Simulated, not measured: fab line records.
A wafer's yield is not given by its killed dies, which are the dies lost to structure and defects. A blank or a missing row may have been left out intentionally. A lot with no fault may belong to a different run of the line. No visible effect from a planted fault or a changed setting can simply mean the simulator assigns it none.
fab line records ; flow berkeleyCmos170 ; part 1 of 2: steps 1 to 24 of 39
[record] lots = 5; wafers = 15; lastDay = 12
route steps=331 shown ACTIVE@66 PFIELD@79 FIELD@89 SACOX@97 SCREENOX@100 NVT@104
lots that met no fault: taken from a fault-free run of the same line
startH: start of the lot's first displayed wafer, in hours after the record's first day ; waitH: hours from the lot's prior step to this one ; " as in the row above ; L1.1+2: one row covering several wafers at once ; - no value, or no start was given ; * or withheld: withheld ; < > ~ a bound
route shown NAME@n: a module of which the file shows steps, and the number in the route of the first ; usual: mean/standard deviation taken from wafers without a fault ; same: alike in all rows ; chamber/n: place in a boat ; sites: each site's reading ; _std_site: the values' standard deviation ; _edge_site: the outer-site mean with the inner-site mean subtracted ; radiusMm: for every site, how far away it sits from the centre of the wafer ; mask NAME#n: copy n ; behind: the tool/chamber that last shaped the wafer ; hold: what put the lot on hold/how long, in hours/how the hold closed ; device: whichever transistor did not switch (one of n, p or np) ; end of line: tests run on the same wafers once the route is complete ; step lacking rows: just its recipe ; killed: dies lost to structure and defects at the first sort, not the wafer's yield ; map: a wafer's dies, x killed, . not, _ none there
set.NAME: the setting as run; set.NAME@STEP: as run at that earlier step ; model.NAME: the simulator's own value behind a step, which no gauge read
certain route steps with their lots: each step a table, each wafer a row
services: a tool's chamber out of use, with start hour (startH, from the record's first day; less than 0 if before it), hours out, and reason
[[steps]]
[step UCB170_ACTIVE_THK_MEAS_06]
[recipe] reads = Si3N4_of_ACTIVE_CVD_05
[usual] ACTIVE_NITRIDE_THK = 220.1/1.8
lot.wafer;tool;chamber;startH;waitH;ACTIVE_NITRIDE_THK[nm]
L078.2;filmMetro-04;-;105.15;0.0;220.1
L078.3;filmMetro-04;-;105.15;0.0;221.9
L078.6;filmMetro-04;-;105.15;0.0;222.0
L082.3;filmMetro-03;-;136.85;0.0;220.0
L082.5;filmMetro-03;-;136.85;0.0;218.2
L082.6;filmMetro-03;-;136.85;0.0;217.6
L084.3;filmMetro-01;-;143.54;0.0;219.1
L084.4;filmMetro-01;-;143.54;0.0;219.1
L084.6;filmMetro-01;-;143.54;0.0;220.7
L086.1;filmMetro-01;-;151.27;0.0;217.2
L086.2;filmMetro-01;-;151.27;0.0;218.3
L086.3;filmMetro-01;-;151.27;0.0;216.5
L090.1;filmMetro-03;-;177.41;0.0;220.9
L090.4;filmMetro-03;-;177.41;0.0;220.1
L090.6;filmMetro-03;-;177.41;0.0;220.7
[step UCB170_ACTIVE_HMDS_07]
[recipe] primeTimeS = 60; primeTempC = 100
[usual] exhaustPa = 45.0/0.88; resistLineTempC = 23.00/0.11
lot.wafer;tool;chamber;startH;waitH;exhaustPa;resistLineTempC
L078.2;lithoTrack-02;0;105.39;0.2;45.2;22.95
L078.3;lithoTrack-02;0;105.39;0.2;45.6;22.94
L078.6;lithoTrack-02;0;105.39;0.2;44.1;23.10
L082.3;lithoTrack-01;0;137.22;0.4;45.5;22.89
L082.5;lithoTrack-01;0;137.22;0.4;46.1;22.85
L082.6;lithoTrack-01;0;137.22;0.4;46.4;23.18
L084.3;lithoTrack-03;0;143.69;0.1;45.2;22.86
L084.4;lithoTrack-03;0;143.69;0.1;45.3;22.92
L084.6;lithoTrack-03;0;143.69;0.1;46.0;22.85
L086.1;lithoTrack-01;0;151.87;0.6;45.8;22.96
L086.2;lithoTrack-01;0;151.87;0.6;45.1;23.09
L086.3;lithoTrack-01;0;151.87;0.6;46.0;22.94
L090.1;lithoTrack-02;0;177.47;0.1;45.4;22.85
L090.4;lithoTrack-02;0;177.47;0.1;45.7;22.87
L090.6;lithoTrack-02;0;177.47;0.1;45.4;22.91
[step UCB170_ACTIVE_COAT_08]
[recipe] resist = KrF; spinRpm = 1500; resistThkNm = 900
[usual] exhaustPa = 45.0/0.92; resistLineTempC = 22.98/0.11; spinSpeedRpm = 1499.9/1.1
lot.wafer;tool;chamber;startH;waitH;exhaustPa;resistLineTempC;spinSpeedRpm
L078.2;lithoTrack-02;0;105.54;0.1;45.0;22.86;1501.0
L078.3;lithoTrack-02;0;105.54;0.1;44.7;22.89;1501.3
L078.6;lithoTrack-02;0;105.54;0.1;46.0;22.95;1502.2
L082.3;lithoTrack-01;0;137.37;0.1;45.3;22.88;1500.0
L082.5;lithoTrack-01;0;137.37;0.1;45.5;22.98;1498.4
L082.6;lithoTrack-01;0;137.37;0.1;44.6;22.94;1499.5
L084.3;lithoTrack-03;0;143.84;0.1;45.0;23.15;1499.0
L084.4;lithoTrack-03;0;143.84;0.1;44.1;23.10;1500.3
L084.6;lithoTrack-03;0;143.84;0.1;42.4;23.04;1500.4
L086.1;lithoTrack-01;0;152.02;0.1;45.4;22.92;1501.8
L086.2;lithoTrack-01;0;152.02;0.1;46.1;22.91;1502.3
L086.3;lithoTrack-01;0;152.02;0.1;46.2;22.98;1500.1
L090.1;lithoTrack-02;0;177.62;0.1;45.7;22.92;1498.9
L090.4;lithoTrack-02;0;177.62;0.1;44.6;23.10;1500.1
L090.6;lithoTrack-02;0;177.62;0.1;44.9;22.84;1499.9
[step UCB170_ACTIVE_SOFTBAKE_09]
[recipe] resist = KrF; tempC = 130; timeS = 60
[usual] exhaustPa = 45.2/0.79; resistLineTempC = 22.99/0.1
[same] timeS = 60
lot.wafer;tool;chamber;startH;waitH;exhaustPa;resistLineTempC
L078.2;lithoTrack-02;0;105.69;0.1;44.7;22.97
L078.3;lithoTrack-02;0;105.69;0.1;45.7;23.02
L078.6;lithoTrack-02;0;105.69;0.1;43.9;22.76
L082.3;lithoTrack-01;0;137.52;0.1;45.6;22.98
L082.5;lithoTrack-01;0;137.52;0.1;45.0;22.97
L082.6;lithoTrack-01;0;137.52;0.1;45.5;23.03
L084.3;lithoTrack-03;0;143.99;0.1;46.6;23.04
L084.4;lithoTrack-03;0;143.99;0.1;44.0;23.00
L084.6;lithoTrack-03;0;143.99;0.1;44.2;22.97
L086.1;lithoTrack-01;0;152.17;0.1;45.3;22.97
L086.2;lithoTrack-01;0;152.17;0.1;45.2;22.83
L086.3;lithoTrack-01;0;152.17;0.1;46.1;22.95
L090.1;lithoTrack-02;0;177.77;0.1;46.6;23.05
L090.4;lithoTrack-02;0;177.77;0.1;44.8;23.10
L090.6;lithoTrack-02;0;177.77;0.1;44.6;23.06
[step UCB170_ACTIVE_EXPOSE_10]
[recipe] maskId = ACTIVE; targetCdNm = 1200; na = 0.5; sigmaOuter = 0.6; sourceShape = conventional; doseMj = 20
lot.wafer;tool;chamber;startH;waitH;mask
L078.2+3+6;krfScanner-02;0;105.84;0.1;ACTIVE#0
L082.3+5+6;krfScanner-02;0;137.86;0.3;ACTIVE#0
L084.3+4+6;krfScanner-01;0;144.31;0.3;ACTIVE#0
L086.1+2+3;krfScanner-01;0;152.32;0.1;ACTIVE#0
L090.1+4+6;krfScanner-02;0;178.05;0.2;ACTIVE#0
[step UCB170_ACTIVE_PEB_11]
[recipe] pebTempC = 130; pebTimeS = withheld; resist = KrF
[usual] exhaustPa = 44.9/0.97; resistLineTempC = 23.01/0.1
lot.wafer;tool;chamber;startH;waitH;exhaustPa;resistLineTempC
L078.2;lithoTrack-02;0;106.74;0.9;44.4;23.06
L078.3;lithoTrack-02;0;106.74;0.9;43.9;22.96
L078.6;lithoTrack-02;0;106.74;0.9;43.1;22.89
L082.3;lithoTrack-01;0;137.99;0.1;44.2;23.02
L082.5;lithoTrack-01;0;137.99;0.1;45.5;23.01
L082.6;lithoTrack-01;0;137.99;0.1;44.6;22.96
L084.3;lithoTrack-01;0;144.48;0.1;44.4;23.10
L084.4;lithoTrack-01;0;144.48;0.1;43.9;23.08
L084.6;lithoTrack-01;0;144.48;0.1;44.9;23.17
L086.1;lithoTrack-01;0;152.60;0.3;45.4;22.86
L086.2;lithoTrack-01;0;152.60;0.3;44.6;22.95
L086.3;lithoTrack-01;0;152.60;0.3;44.4;22.83
L090.1;lithoTrack-01;0;178.51;0.4;44.7;23.04
L090.4;lithoTrack-01;0;178.51;0.4;45.3;22.95
L090.6;lithoTrack-01;0;178.51;0.4;45.1;23.05
[step UCB170_ACTIVE_DEVELOP_12]
[recipe] developer = TMAH; developTimeS = 45; resist = KrF; devTempC = 21
[usual] exhaustPa = 44.8/0.91; resistLineTempC = 23.01/0.11
lot.wafer;tool;chamber;startH;waitH;exhaustPa;resistLineTempC
L078.2;lithoTrack-02;0;-;-;44.9;23.07
L078.3;lithoTrack-02;0;-;-;45.1;22.88
L078.6;lithoTrack-02;0;-;-;43.9;22.84
L082.3;lithoTrack-01;0;-;-;44.8;23.03
L082.5;lithoTrack-01;0;-;-;44.8;23.25
L082.6;lithoTrack-01;0;-;-;45.2;23.02
L084.3;lithoTrack-01;0;-;-;45.8;22.88
L084.4;lithoTrack-01;0;-;-;45.9;22.92
L084.6;lithoTrack-01;0;-;-;45.6;23.06
L086.1;lithoTrack-01;0;-;-;44.2;23.09
L086.2;lithoTrack-01;0;-;-;43.8;23.05
L086.3;lithoTrack-01;0;-;-;43.5;22.96
L090.1;lithoTrack-01;0;-;-;45.4;23.06
L090.4;lithoTrack-01;0;-;-;45.7;23.05
L090.6;lithoTrack-01;0;-;-;46.5;22.97
[step UCB170_ACTIVE_CD_MEAS_13]
[recipe] targetCdNm = 1200
[usual] cdNm = 1200.2/1.4
lot.wafer;tool;chamber;startH;waitH;cdNm
L078.2;cdSem-02;-;107.01;-;1200.1
L078.3;cdSem-02;-;107.01;-;1201.3
L078.6;cdSem-02;-;107.01;-;1201.9
L082.3;cdSem-01;-;138.26;-;1201.4
L082.5;cdSem-01;-;138.26;-;1200.3
L082.6;cdSem-01;-;138.26;-;1201.9
L084.3;cdSem-02;-;144.74;-;1198.2
L084.4;cdSem-02;-;144.74;-;1198.8
L084.6;cdSem-02;-;144.74;-;1199.6
L086.1;cdSem-01;-;152.91;-;1198.8
L086.2;cdSem-01;-;152.91;-;1200.0
L086.3;cdSem-01;-;152.91;-;1198.1
L090.1;cdSem-02;-;178.78;-;1201.0
L090.4;cdSem-02;-;178.78;-;1201.9
L090.6;cdSem-02;-;178.78;-;1201.1
[step UCB170_ACTIVE_OVL_MEAS_14]
[usual] ACTIVE_OVL = -2/5.2
lot.wafer;tool;chamber;startH;waitH;ACTIVE_OVL[nm]
L078.2;overlay-01;-;107.12;0.1;0
L078.3;overlay-01;-;107.12;0.1;-1
L078.6;overlay-01;-;107.12;0.1;-3
L082.3;overlay-02;-;138.35;0.1;11
L082.5;overlay-02;-;138.35;0.1;10
L082.6;overlay-02;-;138.35;0.1;5
L084.3;overlay-01;-;144.83;0.1;-1
L084.4;overlay-01;-;144.83;0.1;-1
L084.6;overlay-01;-;144.83;0.1;5
L086.1;overlay-02;-;153.03;0.1;5
L086.2;overlay-02;-;153.03;0.1;7
L086.3;overlay-02;-;153.03;0.1;2
L090.1;overlay-02;-;178.90;0.1;-12
L090.4;overlay-02;-;178.90;0.1;-6
L090.6;overlay-02;-;178.90;0.1;3
[step UCB170_ACTIVE_ETCH_15]
[recipe] chemistry = CH3F/Ar/O2; target = Si3N4; stopOn = SiO2; CH3F_flow_sccm = 20; Ar_flow_sccm = 50; O2_flow_sccm = 7; pressureMtorr = 50; rfW = 450; targetDepthA = 2420; overEtchFrac = 0.1; timeS = 151
[usual] CH3F_flow_sccm = 20.00/0.059; drypumpMotorCurrentA = 5.8/0.55; oesProductAu = 0.938/0.01; throttleValvePct = 8.05/0.11
[same] timeS = 151
lot.wafer;tool;chamber;startH;waitH;CH3F_flow_sccm;drypumpMotorCurrentA;oesProductAu;rfHoursCounterH;throttleValvePct
L078.2;rieDiel-02;2;107.15;0.0;20.10;5.7;0.941;134;8.15
L078.3;rieDiel-02;0;107.15;0.0;19.95;6.7;0.957;102;8.13
L078.6;rieDiel-02;2;107.15;0.0;20.08;5.7;0.942;-;8.16
L082.3;rieDiel-02;0;138.37;0.0;20.03;6.7;0.944;103;8.13
L082.5;rieDiel-02;3;138.37;0.0;20.04;6.0;0.929;-;7.97
L082.6;rieDiel-02;0;138.37;0.0;20.04;6.7;0.948;-;8.14
L084.3;rieDiel-03;0;144.86;0.0;19.96;5.8;0.934;59;7.97
L084.4;rieDiel-03;1;144.86;0.0;20.07;6.8;0.935;140;8.04
L084.6;rieDiel-03;0;144.86;0.0;19.89;5.8;0.931;-;7.96
L086.1;rieDiel-02;2;153.07;0.0;20.13;5.7;0.919;135;8.15
L086.2;rieDiel-02;0;153.07;0.0;19.97;6.7;0.949;104;8.14
L086.3;rieDiel-02;1;153.07;0.0;19.98;5.4;0.935;37;8.13
L090.1;rieDiel-02;2;178.94;0.0;19.93;5.7;0.937;136;8.15
L090.4;rieDiel-02;1;178.94;0.0;19.92;5.4;0.942;38;8.12
L090.6;rieDiel-02;1;178.94;0.0;19.93;5.4;0.944;-;8.12
[step UCB170_ACTIVE_STRIP_16]
[recipe] chemistry = O2; powerW = 400; pressureMtorr = 3500; platenTempC = withheld; o2FlowSccm = 400; overashFraction = 0.5
[usual] drypumpMotorCurrentA = 5.7/0.54; oesProductAu = 0.721/0.0044; stripTimeToEndpointS = 18.09/0.074
[same] overashFraction = 0.5
lot.wafer;tool;chamber;startH;waitH;drypumpMotorCurrentA;oesProductAu;rfHoursCounterH;stripTimeToEndpointS
L078.2;plasmaAsher-04;0;107.25;0.1;4.9;0.715;31;17.94
L078.3;plasmaAsher-04;1;107.25;0.1;5.3;0.719;-;17.95
L078.6;plasmaAsher-04;0;107.25;0.1;4.9;0.717;-;17.92
L082.3;plasmaAsher-03;1;138.51;0.1;5.9;0.715;-;18.07
L082.5;plasmaAsher-03;1;138.51;0.1;5.8;0.716;-;17.95
L082.6;plasmaAsher-03;0;138.51;0.1;6.3;0.723;-;18.04
L084.3;plasmaAsher-04;1;144.99;0.1;5.3;0.719;-;18.08
L084.4;plasmaAsher-04;0;144.99;0.1;4.9;0.731;-;18.05
L084.6;plasmaAsher-04;1;144.99;0.1;5.3;0.721;-;18.13
L086.1;plasmaAsher-04;1;153.17;0.1;5.3;0.721;37;18.05
L086.2;plasmaAsher-04;0;153.17;0.1;4.9;0.722;37;18.10
L086.3;plasmaAsher-04;1;153.17;0.1;5.3;0.729;-;18.16
L090.1;plasmaAsher-01;1;179.04;0.1;6.0;0.715;7;18.13
L090.4;plasmaAsher-01;1;179.04;0.1;6.0;0.724;-;18.14
L090.6;plasmaAsher-01;0;179.04;0.1;6.3;0.729;-;18.14
[step UCB170_ACTIVE_CD_MEAS_90]
[recipe] targetCdNm = 1200
[usual] cdNm = 1200.2/1.3
lot.wafer;tool;chamber;startH;waitH;cdNm
L078.2;cdSem-02;-;107.37;0.1;1199.9
L078.3;cdSem-02;-;107.37;0.1;1201.7
L078.6;cdSem-02;-;107.37;0.1;1201.8
L082.3;cdSem-01;-;138.62;0.1;1201.2
L082.5;cdSem-01;-;138.62;0.1;1199.9
L082.6;cdSem-01;-;138.62;0.1;1202.3
L084.3;cdSem-02;-;145.10;0.1;1198.3
L084.4;cdSem-02;-;145.10;0.1;1198.5
L084.6;cdSem-02;-;145.10;0.1;1199.7
L086.1;cdSem-01;-;153.27;0.1;1199.1
L086.2;cdSem-01;-;153.27;0.1;1200.2
L086.3;cdSem-01;-;153.27;0.1;1198.7
L090.1;cdSem-02;-;179.14;0.1;1200.9
L090.4;cdSem-02;-;179.14;0.1;1201.7
L090.6;cdSem-02;-;179.14;0.1;1201.5
[step UCB170_ACTIVE_CLEAN_17]
[recipe] chemistry = SPM; tempC = 120; timeS = 600
[same] timeS = 600
lot.wafer;tool;chamber;startH;waitH
L078.2+3+6;wetBench-02;1;107.47;0.1
L082.3+5+6;wetBench-04;3;138.70;0.1
L084.3+4+6;wetBench-02;1;146.69;1.6
L086.1+2+3;wetBench-01;1;153.39;0.1
L090.1+4+6;wetBench-01;2;181.30;2.1
[step UCB170_PFIELD_HMDS_00]
[recipe] primeTimeS = 60; primeTempC = 100
[usual] exhaustPa = 44.8/0.89; resistLineTempC = 23.00/0.1
lot.wafer;tool;chamber;startH;waitH;exhaustPa;resistLineTempC
L078.2;lithoTrack-01;0;108.20;0.6;44.4;23.11
L078.3;lithoTrack-01;0;108.20;0.6;43.3;23.03
L078.6;lithoTrack-01;0;108.20;0.6;43.6;23.11
L082.3;lithoTrack-01;0;138.92;0.1;45.8;22.95
L082.5;lithoTrack-01;0;138.92;0.1;43.8;22.96
L082.6;lithoTrack-01;0;138.92;0.1;45.2;23.00
L084.3;lithoTrack-04;0;147.02;0.2;45.4;23.02
L084.4;lithoTrack-04;0;147.02;0.2;46.0;22.94
L084.6;lithoTrack-04;0;147.02;0.2;45.9;23.06
L086.1;lithoTrack-04;0;153.70;0.1;44.1;22.95
L086.2;lithoTrack-04;0;153.70;0.1;44.0;23.00
L086.3;lithoTrack-04;0;153.70;0.1;43.4;22.90
L090.1;lithoTrack-01;0;181.47;0.0;44.8;23.00
L090.4;lithoTrack-01;0;181.47;0.0;44.6;22.97
L090.6;lithoTrack-01;0;181.47;0.0;42.8;22.88
[step UCB170_PFIELD_COAT_01]
[recipe] resist = KrF; spinRpm = 1500; resistThkNm = 900
[usual] exhaustPa = 45.3/0.85; resistLineTempC = 23.01/0.1; spinSpeedRpm = 1500.0/0.99
lot.wafer;tool;chamber;startH;waitH;exhaustPa;resistLineTempC;spinSpeedRpm
L078.2;lithoTrack-01;0;108.35;0.1;45.7;23.06;1500.1
L078.3;lithoTrack-01;0;108.35;0.1;45.1;23.05;1500.2
L078.6;lithoTrack-01;0;108.35;0.1;45.9;23.09;1501.5
L082.3;lithoTrack-01;0;139.07;0.1;44.5;23.14;1500.1
L082.5;lithoTrack-01;0;139.07;0.1;44.4;23.25;1499.2
L082.6;lithoTrack-01;0;139.07;0.1;44.7;23.08;1499.0
L084.3;lithoTrack-04;0;147.17;0.1;44.2;22.88;1501.0
L084.4;lithoTrack-04;0;147.17;0.1;44.1;22.92;1502.2
L084.6;lithoTrack-04;0;147.17;0.1;45.1;22.94;1500.6
L086.1;lithoTrack-04;0;153.85;0.1;44.4;22.94;1500.3
L086.2;lithoTrack-04;0;153.85;0.1;46.0;23.11;1500.7
L086.3;lithoTrack-04;0;153.85;0.1;45.5;22.97;1500.8
L090.1;lithoTrack-01;0;181.62;0.1;45.5;22.99;1499.7
L090.4;lithoTrack-01;0;181.62;0.1;44.1;23.10;1499.5
L090.6;lithoTrack-01;0;181.62;0.1;44.1;23.13;1499.6
[step UCB170_PFIELD_SOFTBAKE_02]
[recipe] resist = KrF; tempC = 130; timeS = 60
[usual] exhaustPa = 45.0/0.95; resistLineTempC = 23.00/0.12
[same] timeS = 60
lot.wafer;tool;chamber;startH;waitH;exhaustPa;resistLineTempC
L078.2;lithoTrack-01;0;108.50;0.1;44.9;22.85
L078.3;lithoTrack-01;0;108.50;0.1;44.0;22.92
L078.6;lithoTrack-01;0;108.50;0.1;44.4;22.89
L082.3;lithoTrack-01;0;139.22;0.1;44.4;22.83
L082.5;lithoTrack-01;0;139.22;0.1;44.8;22.92
L082.6;lithoTrack-01;0;139.22;0.1;45.1;22.86
L084.3;lithoTrack-04;0;147.32;0.1;44.1;23.07
L084.4;lithoTrack-04;0;147.32;0.1;45.9;23.21
L084.6;lithoTrack-04;0;147.32;0.1;43.6;23.00
L086.1;lithoTrack-04;0;154.00;0.1;44.7;22.86
L086.2;lithoTrack-04;0;154.00;0.1;44.0;23.08
L086.3;lithoTrack-04;0;154.00;0.1;43.5;22.76
L090.1;lithoTrack-01;0;181.77;0.1;45.5;22.73
L090.4;lithoTrack-01;0;181.77;0.1;46.7;22.88
L090.6;lithoTrack-01;0;181.77;0.1;46.0;22.93
[step UCB170_PFIELD_EXPOSE_03]
[recipe] maskId = PFIELD; na = 0.5; sigmaOuter = 0.6; sourceShape = conventional; targetCdNm = 1500; doseMj = 30
lot.wafer;tool;chamber;startH;waitH;mask
L078.2+3+6;krfScanner-02;0;108.65;0.1;PFIELD#0
L082.3+5+6;krfScanner-02;0;139.55;0.3;PFIELD#0
L084.3+4+6;krfScanner-01;0;147.60;0.3;PFIELD#0
L086.1+2+3;krfScanner-01;0;154.23;0.2;PFIELD#0
L090.1+4+6;krfScanner-02;0;181.92;0.1;PFIELD#0
[step UCB170_PFIELD_PEB_04]
[recipe] pebTempC = 130; pebTimeS = withheld; resist = KrF
[usual] exhaustPa = 44.8/0.77; resistLineTempC = 23.00/0.1
lot.wafer;tool;chamber;startH;waitH;exhaustPa;resistLineTempC
L078.2;lithoTrack-02;0;109.47;0.8;45.6;22.78
L078.3;lithoTrack-02;0;109.47;0.8;45.2;22.83
L078.6;lithoTrack-02;0;109.47;0.8;44.4;22.99
L082.3;lithoTrack-01;0;139.73;0.2;45.7;23.01
L082.5;lithoTrack-01;0;139.73;0.2;46.4;22.84
L082.6;lithoTrack-01;0;139.73;0.2;45.6;22.82
L084.3;lithoTrack-04;0;147.92;0.3;45.0;23.00
L084.4;lithoTrack-04;0;147.92;0.3;45.9;22.95
L084.6;lithoTrack-04;0;147.92;0.3;45.8;22.94
L086.1;lithoTrack-04;0;154.34;0.1;43.6;23.08
L086.2;lithoTrack-04;0;154.34;0.1;45.0;23.19
L086.3;lithoTrack-04;0;154.34;0.1;43.5;23.00
L090.1;lithoTrack-02;0;182.04;0.1;45.4;23.05
L090.4;lithoTrack-02;0;182.04;0.1;44.3;23.00
L090.6;lithoTrack-02;0;182.04;0.1;46.7;23.07
[step UCB170_PFIELD_DEVELOP_05]
[recipe] developer = TMAH; developTimeS = 45; resist = KrF; devTempC = 21
[usual] exhaustPa = 44.9/0.91; resistLineTempC = 22.99/0.11
lot.wafer;tool;chamber;startH;waitH;exhaustPa;resistLineTempC
L078.2;lithoTrack-02;0;-;-;45.1;23.07
L078.3;lithoTrack-02;0;-;-;44.4;23.15
L078.6;lithoTrack-02;0;-;-;44.7;22.96
L082.3;lithoTrack-01;0;-;-;45.9;23.08
L082.5;lithoTrack-01;0;-;-;46.8;22.92
L082.6;lithoTrack-01;0;-;-;45.4;23.05
L084.3;lithoTrack-04;0;-;-;44.4;23.16
L084.4;lithoTrack-04;0;-;-;45.1;23.01
L084.6;lithoTrack-04;0;-;-;45.2;23.03
L086.1;lithoTrack-04;0;-;-;45.5;23.06
L086.2;lithoTrack-04;0;-;-;44.4;23.06
L086.3;lithoTrack-04;0;-;-;44.5;23.00
L090.1;lithoTrack-02;0;-;-;44.1;23.04
L090.4;lithoTrack-02;0;-;-;43.6;22.98
L090.6;lithoTrack-02;0;-;-;45.1;22.94
[step UCB170_PFIELD_OVL_MEAS_06]
[usual] PFIELD_OVL = 2/4.3
lot.wafer;tool;chamber;startH;waitH;PFIELD_OVL[nm]
L078.2;overlay-01;-;109.72;-;-2
L078.3;overlay-01;-;109.72;-;-9
L078.6;overlay-01;-;109.72;-;-5
L082.3;overlay-02;-;139.97;-;4
L082.5;overlay-02;-;139.97;-;0
L082.6;overlay-02;-;139.97;-;2
L084.3;overlay-02;-;148.16;-;5
L084.4;overlay-02;-;148.16;-;2
L084.6;overlay-02;-;148.16;-;11
L086.1;overlay-01;-;154.62;-;-1
L086.2;overlay-01;-;154.62;-;-1
L086.3;overlay-01;-;154.62;-;2
L090.1;overlay-01;-;182.31;-;1
L090.4;overlay-01;-;182.31;-;7
L090.6;overlay-01;-;182.31;-;-2
[step UCB170_PFIELD_IMPLANT_07]
[recipe] species = B; doseCm2 = 2e+13; energyKev = 80; tiltDeg = 7
lot.wafer;tool;chamber;startH;waitH
L078.2+3+6;implanter-01;0;109.78;0.0
L082.3+5+6;implanter-01;0;140.05;0.1
L084.3+4+6;implanter-01;0;148.23;0.1
L086.1+2+3;implanter-01;0;154.65;0.0
L090.1+4+6;implanter-02;0;182.35;0.0
[step UCB170_PFIELD_STRIP_08]
[recipe] chemistry = O2; powerW = 400; pressureMtorr = 3500; platenTempC = withheld; o2FlowSccm = 400; overashFraction = 0.5
[usual] drypumpMotorCurrentA = 5.6/0.47; oesProductAu = 0.734/0.0048; stripTimeToEndpointS = 21.66/0.065
[same] overashFraction = 0.5
lot.wafer;tool;chamber;startH;waitH;drypumpMotorCurrentA;oesProductAu;rfHoursCounterH;stripTimeToEndpointS
L078.2;plasmaAsher-03;0;109.90;0.1;6.3;0.734;38;21.64
L078.3;plasmaAsher-03;0;109.90;0.1;6.3;0.732;-;21.64
L078.6;plasmaAsher-03;0;109.90;0.1;6.3;0.727;-;21.70
L082.3;plasmaAsher-03;1;140.18;0.1;5.8;0.737;-;21.63
L082.5;plasmaAsher-03;0;140.18;0.1;6.3;0.734;-;21.68
L082.6;plasmaAsher-03;1;140.18;0.1;5.8;0.744;-;21.68
L084.3;plasmaAsher-02;0;148.37;0.1;5.6;0.728;-;21.57
L084.4;plasmaAsher-02;1;148.37;0.1;6.0;0.734;-;21.51
L084.6;plasmaAsher-02;1;148.37;0.1;5.9;0.741;-;21.58
L086.1;plasmaAsher-04;1;154.80;0.1;5.4;0.731;37;21.63
L086.2;plasmaAsher-04;0;154.80;0.1;4.9;0.731;37;21.63
L086.3;plasmaAsher-04;0;154.80;0.1;4.9;0.732;-;21.62
L090.1;plasmaAsher-04;1;182.50;0.1;5.3;0.737;40;21.71
L090.4;plasmaAsher-04;1;182.50;0.1;5.3;0.730;-;21.61
L090.6;plasmaAsher-04;1;182.50;0.1;5.3;0.731;-;21.71
[step UCB170_PFIELD_TW_MEAS_09]
[usual] PFIELD_TW = 606/6
lot.wafer;tool;chamber;startH;waitH;PFIELD_TW
L078.2;filmMetro-02;-;110.01;0.1;609
L078.3;filmMetro-02;-;110.01;0.1;607
L078.6;filmMetro-02;-;110.01;0.1;609
L082.3;filmMetro-01;-;140.27;0.1;606
L082.5;filmMetro-01;-;140.27;0.1;602
L082.6;filmMetro-01;-;140.27;0.1;606
L084.3;filmMetro-01;-;148.45;0.1;600
L084.4;filmMetro-01;-;148.45;0.1;601
L084.6;filmMetro-01;-;148.45;0.1;598
L086.1;filmMetro-01;-;154.90;0.1;599
L086.2;filmMetro-01;-;154.90;0.1;598
L086.3;filmMetro-01;-;154.90;0.1;601
L090.1;filmMetro-04;-;182.60;0.1;608
L090.4;filmMetro-04;-;182.60;0.1;608
L090.6;filmMetro-04;-;182.60;0.1;610
[step UCB170_FIELD_CLEAN_00]
[recipe] chemistry = dHF; dilution = 25:1; timeS = 7.5
[same] timeS = 7.5
lot.wafer;tool;chamber;startH;waitH
L078.2+3+6;wetBench-03;3;110.06;0.0
L082.3+5+6;wetBench-04;3;140.40;0.1
L084.3+4+6;wetBench-04;2;149.18;0.7
L086.1+2+3;wetBench-03;3;154.96;0.1
L090.1+4+6;wetBench-04;2;182.80;0.2
